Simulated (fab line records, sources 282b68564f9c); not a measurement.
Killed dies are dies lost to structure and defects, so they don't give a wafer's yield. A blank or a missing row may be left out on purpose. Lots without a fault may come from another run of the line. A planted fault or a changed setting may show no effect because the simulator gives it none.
Which tool did it? | flow rit_cmos | 7 lots, 21 wafers sampled, at 2 steps of a route of 202

WHAT THE GAUGES READ, wafer by wafer
RIT_FOX2_THK_MEAS_91.
lot  | measured    | on            | FIELD_OXIDE_LEFT_2_THK (nm)
L277 | day 2 18:19 | film_metro-02 | 242 252 249
L280 | day 3 05:41 | film_metro-04 | 246 249 243
L282 | day 3 13:51 | film_metro-03 | 253 254 260
L285 | day 4 15:16 | film_metro-03 | 277 277 274
L288 | day 4 21:50 | film_metro-02 | 257 253 256
L292 | day 5 18:44 | film_metro-04 | 251 252 249
L294 | day 6 04:07 | film_metro-04 | 248 245 244

WHICH TOOL RAN EACH LOT (tool, then ch and the chambers of the sampled wafers, then the start)
lot  | RIT_FOX2_OXIDATION_00
L277 | furnace-04 ch 0, day 2 03:18
L280 | furnace-03 ch 0, day 2 14:17
L282 | furnace-01 ch 0, day 2 23:15
L285 | furnace-03 ch 0, day 3 23:16
L288 | furnace-01 ch 0, day 4 07:19
L292 | furnace-04 ch 0, day 5 01:40
L294 | furnace-01 ch 0, day 5 12:55
- RIT_FOX2_OXIDATION_00: target thk 350.7 nm, ox time 1130 s.

THE ANSWER, worked out from the rows above alone
Rule: what is usual is taken from the lots themselves. Put in order of their means at a reading, lots are off if they are a third of the lots or fewer, leave a main group of 4 or more, and stand apart from it by a gap of 3 or more times the standard deviation of the main group's means; of several such gaps the widest counts. A main group whose means are all the same, to the digits that the tables above print for the reading, isn't used. A lot without any number at a reading at which 4 lots or more have one is off too. The other lots that the step has rows for count as sound.
Off: L285, at RIT_FOX2_THK_MEAS_91 (FIELD_OXIDE_LEFT_2_THK). The main group: mean 250 nm, standard deviation 4.1.
A tool fits if, at a process step before that reading, it ran every lot that is off, and no sound lot after the first of them. The gauges at RIT_FOX2_THK_MEAS_91 are tried like those tools. Can't be told from this: 2 tools fit, furnace-03 at RIT_FOX2_OXIDATION_00, film_metro-03 at RIT_FOX2_THK_MEAS_91.

WHAT THE SIMULATOR HAD PUT IN
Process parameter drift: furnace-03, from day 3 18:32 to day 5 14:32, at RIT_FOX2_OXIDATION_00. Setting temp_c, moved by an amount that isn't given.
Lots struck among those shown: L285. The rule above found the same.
